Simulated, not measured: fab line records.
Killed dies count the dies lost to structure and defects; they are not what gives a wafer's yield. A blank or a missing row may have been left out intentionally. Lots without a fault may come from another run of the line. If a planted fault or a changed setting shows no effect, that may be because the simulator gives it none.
Comparing a struck lot with a sound one | flow berkeley-cmos170 | 25 steps out of a route of 331
Sound: wafers L919.2, L919.3, L919.4. Wafers L941.2, L941.3, L941.6 were the ones struck. The cause is named last.
Per side, at each step with rows, come the tool, then ch with its chambers, and then its first start. Under that, the readings that differ: sound wafers | struck wafers | difference of the means | sigmas: that difference in standard deviations of wafers without a fault.
alike: same words and numbers on both sides, and readings whose means sit less than 2 such deviations apart. not compared: any withheld reading, any reading some wafer has no value for, any bound like >300 that may hide the same value, and any number with overlapping values for which the record gives no deviation.
A row with sigmas, a row that says differs or no value, or rows on one side alone: a step with any of these is where the two part. Numbers that don't overlap but have no deviation are shown without sigmas and don't part them. Lack of a reading on every wafer of one side parts them only where that side has two or more wafers.

first, 4 steps without rows for these wafers: UCB170_PWELL_WET_ETCH_19 (etches Si3N4 in H3PO4, time 14400 s); UCB170_PWELL_WET_ETCH_20 (etches SiO2 in BOE, time 22 s); UCB170_WELLDRIVE_CLEAN_00 (cleans in SPM, time 600 s); UCB170_WELLDRIVE_OXIDATION_01 (target thk 199 nm, ox time 9000 s).
UCB170_WELLDRIVE_THK_MEAS_02:
  sound: film-metro-02 at day 4 02:52; struck: film-metro-01 at day 8 17:54
  alike: WELLDRIVE_OXIDE_THK
then, 5 steps without rows for these wafers: UCB170_WELLDRIVE_ANNEAL_03 (time 900 s); UCB170_WELLDRIVE_WET_ETCH_04 (etches SiO2 in BOE, time 120 s); UCB170_ACTIVE_CLEAN_00 (cleans in SPM, time 600 s); UCB170_ACTIVE_CLEAN_01 (cleans in dHF, time 60 s); UCB170_ACTIVE_OXIDATION_02 (target thk 26.4 nm, ox time 1260 s).
UCB170_ACTIVE_THK_MEAS_03:
  sound: film-metro-02 at day 4 13:21; struck: film-metro-03 at day 9 04:02
  alike: ACTIVE_OXIDE_THK
then, 1 step without rows for these wafers: UCB170_ACTIVE_ANNEAL_04 (time 900 s).
UCB170_ACTIVE_CVD_05: deposits Si3N4 from SiH2Cl2/NH3, target thk 220 nm, time 3300 s.
  sound on lpcvd-02 ch 1, day 4 19:31; struck on lpcvd-01 ch 0, day 9 11:20
UCB170_ACTIVE_THK_MEAS_06:
  sound: film-metro-01 at day 4 21:27; struck: film-metro-03 at day 9 13:16
  reading                 | sound             | struck            | difference | sigmas
  ACTIVE_NITRIDE_THK (nm) | 217.0 219.5 218.3 | 434.4 434.0 434.9 | +216.2     | +99 or more
then, 6 steps without rows for these wafers: UCB170_ACTIVE_HMDS_07 (prime time 60 s); UCB170_ACTIVE_COAT_08 (resist thk 900 nm); UCB170_ACTIVE_SOFTBAKE_09 (time 60 s); UCB170_ACTIVE_EXPOSE_10 (exposes mask ACTIVE, target cd 1200 nm); UCB170_ACTIVE_PEB_11; UCB170_ACTIVE_DEVELOP_12 (develop time 45 s).
UCB170_ACTIVE_CD_MEAS_13 targets a cd of 1200 nm.
  sound: cd-sem-02 at day 4 22:35; struck: cd-sem-01 at day 9 14:42
  alike: cd-nm
UCB170_ACTIVE_OVL_MEAS_14:
  sound: overlay-01 at day 4 22:41; struck: overlay-01 at day 9 14:49
  reading         | sound | struck     | difference | sigmas
  ACTIVE_OVL (nm) | 1 3 0 | -10 -6 -13 | -11        | -2
UCB170_ACTIVE_ETCH_15: etches Si3N4 in CH3F/Ar/O2, stops on SiO2, target depth 242 nm, time 151 s.
  sound on rie-diel-03 ch 0,1,2, day 4 22:43; struck on rie-diel-03 ch 0,3, day 9 14:50
  reading                  | sound             | struck            | difference | sigmas
  oes-product-au (a.u.)    | 0.950 0.932 0.935 | 1.012 0.983 0.987 | +0.055     | +5
  model.etch.depth-nm (nm) | 217.2 219.5 218.6 | 246.4 242.3 244   | +25.8      |
  alike: drypump-motor-current-A, throttle-valve-pct
  not compared: rf-hours-counter-h
UCB170_ACTIVE_STRIP_16: strips in O2.
  sound on plasma-asher-04 ch 0,1, day 4 22:49; struck on plasma-asher-01 ch 0,1, day 9 14:56
  alike: drypump-motor-current-A, oes-product-au, strip-time-to-endpoint-s
  not compared: rf-hours-counter-h
-- the record jumps here: 4 days lie between the struck wafers' starts before and after (it left off in module ACTIVE and takes up again in module M3, whose first step shown is number 331 of the route) --
UCB170_M3_PROBE_99:
  rows exist in the record for the struck wafers here (prober-02, day 13 12:13), but not for the sound ones

== WHERE THEY PART ==
First at UCB170_ACTIVE_THK_MEAS_06; last, within this record, at UCB170_M3_PROBE_99.

WHY: what had been put in by the simulator
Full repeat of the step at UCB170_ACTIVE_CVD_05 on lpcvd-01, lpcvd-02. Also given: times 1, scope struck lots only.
